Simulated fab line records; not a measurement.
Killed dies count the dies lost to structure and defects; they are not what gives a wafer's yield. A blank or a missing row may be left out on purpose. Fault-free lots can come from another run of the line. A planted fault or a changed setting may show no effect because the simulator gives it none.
One fault seen from 2 desks ; flow ritCmos ; each desk holds nothing but its own numbers, with what lay behind them at the end

== FOR THE TOOL OWNER'S DESK: plasmaAsher-01 ==
The tool's own readings at RIT_M1_STRIP_14 (strips in O2, time 180 s): means of the sampled wafers that have a number, for each lot that ran on this tool. Any lot whose mean is over 4 standard deviations away from the usual mean is out of limits and marked OUT; that distance is given in the brackets.
Columns: A = drypumpMotorCurrentA at RIT_M1_STRIP_14, usual 5.6 A; B = runLengthS at RIT_M1_STRIP_14, usual 208.3 s
lot;first seen here;A;B
L841;day 3 10:48;5.7;208.0
L844;day 4 03:26;5.8;208.3
L849;day 5 03:08;5.8;208.2
L850;day 5 09:04;5.8;208.3
L852;day 5 18:13;5.7;208.3
L853;day 5 21:38;5.7;203.6 (-10) OUT
L855;day 6 05:37;5.7;203.7 (-10) OUT
L856;day 6 10:25;5.8;206.0 (-5.0) OUT
This desk's verdict: out of limits on L853, L855, L856, starting with L853 at day 5 21:38 (runLengthS at RIT_M1_STRIP_14). Within limits: L841, L844, L849, L850, L852.

== FROM THE METROLOGY DESK ==
Lot by lot, what the gauges showed, no matter which tool ran the lot: averages of those sampled wafers that carry a number. Any lot whose mean is over 4 standard deviations away from the usual mean is out of limits and marked OUT; that distance is given in the brackets.
Columns: A = SILICIDE_TI_THK at RIT_SILICIDE_THK_MEAS_03, usual 31.0 nm; B = cdNm at RIT_M1_CD_MEAS_09, usual 2600.0 nm
lot;first seen here;A;B
L841;day 3 05:43;31.3;2600.8
L844;day 3 22:31;30.8;2598.3
L843;day 3 22:52;30.6;2601.6
L846;day 4 04:38;30.7;2601.8
L847;day 4 16:44;31.1;2601.7
L849;day 4 22:28;31.2;2602.2
L850;day 5 04:18;31.2;2598.1
L852;day 5 13:16;31.3;2599.3
L853;day 5 16:29;30.9;2600.8
L854;day 5 22:14;31.4;2600.2
L855;day 6 00:50;30.7;2597.4
L856;day 6 05:33;30.8;2600.5
L861;day 7 07:05;31.0;2600.5
L863;day 7 17:37;31.3;2599.1
L864;day 7 21:19;30.6;2601.5
This desk's finding: nothing out of limits on any of the 15 lots.

== TAKEN TOGETHER ==
The tool owner's desk could have raised an alarm at day 5 21:38, on L853, L855, L856.
From the metrology desk's view, nothing was out of limits.
The metrology desk holds a record of L853, L855, L856, inside its limits.
The lots listed all ran RIT_M1_STRIP_14 on plasmaAsher-01.

== WHAT THE SIMULATOR PUT IN ==
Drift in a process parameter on plasmaAsher-01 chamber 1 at RIT_M1_STRIP_14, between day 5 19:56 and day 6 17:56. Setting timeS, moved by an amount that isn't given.
Struck lots among those shown: L853, L855, L856.
Hours from the fault's start to each desk's first reading out of limits: the tool owner's desk, 2.
